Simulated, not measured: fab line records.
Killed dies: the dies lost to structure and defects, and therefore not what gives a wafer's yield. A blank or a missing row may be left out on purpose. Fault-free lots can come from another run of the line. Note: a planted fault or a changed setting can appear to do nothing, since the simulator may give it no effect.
What tool caused it?    flow rit cmos    42 wafers from 14 lots sampled at 2 of the route's 202 steps

== WHAT THE GAUGES SHOWED, per wafer ==
RIT_PRETRO_TW_MEAS_10.
lot   measured     on             PRETRO_TW
L343  day 2 11:13  film metro-03  474 477 475
L345  day 2 20:29  film metro-03  476 474 473
L346  day 3 01:23  film metro-03  478 478 479
L347  day 3 06:35  film metro-01  480 482 482
L348  day 3 09:55  film metro-02  473 474 473
L349  day 3 15:13  film metro-01  479 484 480
L350  day 3 21:57  film metro-02  468 469 471
L351  day 4 03:02  film metro-01  479 481 480
L354  day 4 16:27  film metro-02  470 475 471
L355  day 4 22:20  film metro-01  483 482 482
L361  day 6 03:08  film metro-03  493 494 494
L362  day 6 08:00  film metro-02  474 474 471
L364  day 6 17:41  film metro-01  495 494 495
L365  day 6 23:22  film metro-02  474 473 472

== EACH LOT AND THE TOOL THAT RAN IT (in order: tool; ch and the chambers of the sampled wafers; start) ==
lot   RIT_PRETRO_IMPLANT_08
L343  implanter-01 ch 0, day 2 10:55
L345  implanter-02 ch 0, day 2 20:11
L346  implanter-04 ch 0, day 3 01:05
L347  implanter-02 ch 0, day 3 06:16
L348  implanter-02 ch 0, day 3 09:35
L349  implanter-04 ch 0, day 3 14:55
L350  implanter-01 ch 0, day 3 21:38
L351  implanter-02 ch 0, day 4 02:42
L354  implanter-04 ch 0, day 4 16:08
L355  implanter-01 ch 0, day 4 22:01
L361  implanter-01 ch 0, day 6 02:48
L362  implanter-04 ch 0, day 6 07:41
L364  implanter-01 ch 0, day 6 17:22
L365  implanter-04 ch 0, day 6 23:04
- RIT_PRETRO_IMPLANT_08

== AS READ BY THE TOOLS THEMSELVES (means over the sampled wafers that have a number; for cases with no such wafer, the mark the record gives instead) ==
RIT_PRETRO_IMPLANT_08.
lot   tool          beam energy keV
L343  implanter-01  45.004
L345  implanter-02  44.993
L346  implanter-04  44.991
L347  implanter-02  45.002
L348  implanter-02  44.996
L349  implanter-04  45.004
L350  implanter-01  44.999
L351  implanter-02  45.012
L354  implanter-04  44.994
L355  implanter-01  44.984
L361  implanter-01  54.904
L362  implanter-04  44.989
L364  implanter-01  54.896
L365  implanter-04  44.990

== THE ANSWER, worked out from the rows above alone ==
Rule: what is usual is taken from the lots themselves. The widest of any qualifying gaps counts: lots, ordered by their means at a reading, are off when they make up no more than a third of the lots, leave a main group of 4 or more, and stand apart from it by 3 or more times the standard deviation of that group's means. A main group is skipped when, at the precision printed for the reading in the tables above, its means are all equal. A lot without any number at a reading at which 4 lots or more have one is off too. The other lots that the step has rows for count as sound. Order of review: gauges by route order, followed by the tools' own readings, for which a lot's mean as printed above is used. At the first step where some lot is off, the reading lying furthest off is the one used; lots without a number count as furthest.
Off: L361, L364 (RIT_PRETRO_IMPLANT_08, beam energy keV). The main group: mean 44.996, standard deviation 0.0076.
If a tool, at that step or one of the process steps before it, ran each lot that is off and ran no sound lot following the first of them, it fits. One fits: RIT_PRETRO_IMPLANT_08 on implanter-01. Its last sound lot is L355 (day 4 22:01), its first lot that is off L361 (day 6 02:48): a fault that began between those two fits.
The tool's own readings at RIT_PRETRO_IMPLANT_08 bear it out: on the lots that are off they differ by more than 5 times the standard deviation of the sound lots' means. beam energy keV reads 54.900 there against 44.996 on the sound lots.

== WHAT WAS PUT IN BY THE SIMULATOR ==
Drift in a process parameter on implanter-01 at RIT_PRETRO_IMPLANT_08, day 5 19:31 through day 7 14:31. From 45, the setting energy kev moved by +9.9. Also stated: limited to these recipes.
Shown lots that were struck: L361, L364. The same result came from the rule above.
